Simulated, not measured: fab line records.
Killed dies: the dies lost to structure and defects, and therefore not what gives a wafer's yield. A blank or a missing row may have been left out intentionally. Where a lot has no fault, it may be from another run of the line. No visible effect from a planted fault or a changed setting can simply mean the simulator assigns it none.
Matching of chambers :: flow berkeley cmos170 :: UCB170_SPACER_CVD_00 on pecvd-03: 3 sister chambers
The step deposits SiO2 from TEOS/O2, target thk 376 nm, time 48.07 s. 6 wafers are shown with their chamber, then 8 later ones without.

== WAFERS, EACH WITH ITS CHAMBER ==
wafer: L875.3
chamber: 1
heater power w (W): 265

wafer: L879.1
chamber: 1
heater power w (W): 204

wafer: L879.5
chamber: 0
heater power w (W): 189

wafer: L878.4
chamber: 0
heater power w (W): 188

wafer: L878.5
chamber: 2
heater power w (W): 341

wafer: L881.1
chamber: 2
heater power w (W): 321

== WAFERS WITHOUT THEIR CHAMBER ==
wafer: L881.4
heater power w (W): 219

wafer: L881.5
heater power w (W): 340

wafer: L882.1
heater power w (W): 330

wafer: L882.5
heater power w (W): 224

wafer: L882.6
heater power w (W): 348

wafer: L888.1
heater power w (W): 188

wafer: L888.2
heater power w (W): 331

wafer: L888.5
heater power w (W): 346

== WHICH CHAMBER EACH ONE RAN IN ==
wafer: L881.4
from the rows above: can't be placed: 1 or 0
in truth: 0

wafer: L881.5
from the rows above: 2
in truth: 2

wafer: L882.1
from the rows above: 2
in truth: 2

wafer: L882.5
from the rows above: can't be placed: 1 or 0
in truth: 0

wafer: L882.6
from the rows above: 2
in truth: 2

wafer: L888.1
from the rows above: can't be placed: 0 or 1
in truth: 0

wafer: L888.2
from the rows above: 2
in truth: 2

wafer: L888.5
from the rows above: 2
in truth: 2
Correct placement for 5 of the 8. Can't be placed from these rows: 3 (the true chamber is among the candidates in 3). Wrongly placed: 0.
How it was worked out, from the rows above alone: a wafer's distance from a chamber is the root of the sum, over the readings, of the square of ((its reading less the chamber's mean) divided by the reading's scatter). The wafer belongs to the nearest chamber; if the next one is less than 2 further off, it can't be placed. For every chamber, the mean is computed from those of its wafers that are shown. The scatter: take each reading less its chamber's mean, square it, sum over the shown wafers, divide by the number of wafers less the number of chambers, and take the root.
